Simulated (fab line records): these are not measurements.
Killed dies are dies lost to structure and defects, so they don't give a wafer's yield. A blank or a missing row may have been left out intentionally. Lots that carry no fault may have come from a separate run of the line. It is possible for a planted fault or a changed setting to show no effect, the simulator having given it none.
Problem report in the 8D (eight disciplines) form, filled by code	flow rit-cmos	the parts of the form that need people (team, actions taken, sign-off) are left out

1. WHAT IS WRONG
Mean M1_AL_RS at RIT_M1_RS_MEAS_01: 0.0775 ohm/sq over 4 wafers in 2 lots; fault-free wafers: 0.0732 ohm/sq, standard deviation 0.00088. Relative to the usual mean, that is a shift of +4.8 standard deviations.
The step: measures by four-point-probe.
Seen first at day 6 17:52 on film-metro-01, wafer L798.2. The record holds 42 wafers of 14 lots with a number at this step. Rule for "out", or "out of limits": more than 4 standard deviations from the usual mean. Any other wafer with a number is counted as sound.

2. WHAT IT IS; WHAT IT IS NOT
question	is	is not
which readings at this step	M1_AL_RS	-
which lots	L798, L799	L781, L783, L784, L785, L787, L788, L789, L792, L794, L801, L802, L804
which wafers of those lots	L798.2, L798.5, L799.1, L799.6	L798.3, L799.5
read on which gauges	film-metro-01	film-metro-03, film-metro-04
when	from day 6 17:52	up to then (28 sound wafers); but 10 sound wafers of L799, L801, L802, L804 came after

3. WHAT RULES OUT EACH SUSPECT
Counting: any tool at a process step up to the reading remains a suspect provided it ran every lot that is out. Sound lots after the first of them don't rule it out here, since some wafers of a struck lot are sound.
- the gauge at RIT_M1_RS_MEAS_01 has been ruled out. All the wafers that are out were read on film-metro-01, but those of them that RIT_M1_SPUTTER_00 has rows for are out there too, on other tools.
- pvd-sputter-04 at RIT_M1_SPUTTER_00 (material Al, target thk 400 nm, time 500 s): kept. Every lot that is out went through it, the first being L798 (day 6 17:31); the last sound lot it ran before that was L794 (day 5 21:32). Its own chamber-pressure-pa readings are out on those wafers.
After counting, what remains is pvd-sputter-04 at RIT_M1_SPUTTER_00.

4. THE CAUSE (what the simulator had put in)
Process parameters drifting: pvd-sputter-04 at RIT_M1_SPUTTER_00, beginning at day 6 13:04. A move of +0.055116 in setting chamber-pressure-pa, from 0.4. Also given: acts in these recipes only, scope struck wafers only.
After counting, this tool was the only one left.

5. THE EFFECT CHAIN, in route order
Each row: a reading whose mean over the struck wafers that have a number lies more than 3 standard deviations from the usual. Only readings whose record carries a usual standard deviation are examined. hours: median over the lots of the time between each lot's start at the first step of this table that gives one and its start at this step. sigmas: the change, counted in usual standard deviations.
hours	step	reading	usual	on struck wafers	change	sigmas
0	RIT_M1_SPUTTER_00	chamber-pressure-pa	0.4001 Pa	0.4554	+0.0553	+75
0	RIT_M1_RS_MEAS_01	M1_AL_RS	0.0732 ohm/sq	0.0775	+0.0043	+4.8
0	RIT_M1_THK_MEAS_02	M1_AL_THK	405 nm	386	-20	-3.5
Here are the process steps it includes:
- RIT_M1_SPUTTER_00: material Al, target thk 400 nm, time 500 s.

6. WHAT WOULD HAVE CAUGHT IT SOONER
In this record the first reading out of limits at a measuring or inspecting step was taken at day 6 17:52, 5 hours after the fault began at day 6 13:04.
At RIT_M1_SPUTTER_00, the tool's own readings (chamber-pressure-pa) were out on each struck wafer the step has a row for, so an alarm limit on them would have fired on the first such wafer.
Of the lots that are out (2), L799 began RIT_M1_SPUTTER_00 on pvd-sputter-04 after day 6 17:52. A tool hold placed at that time would have kept it from harm.
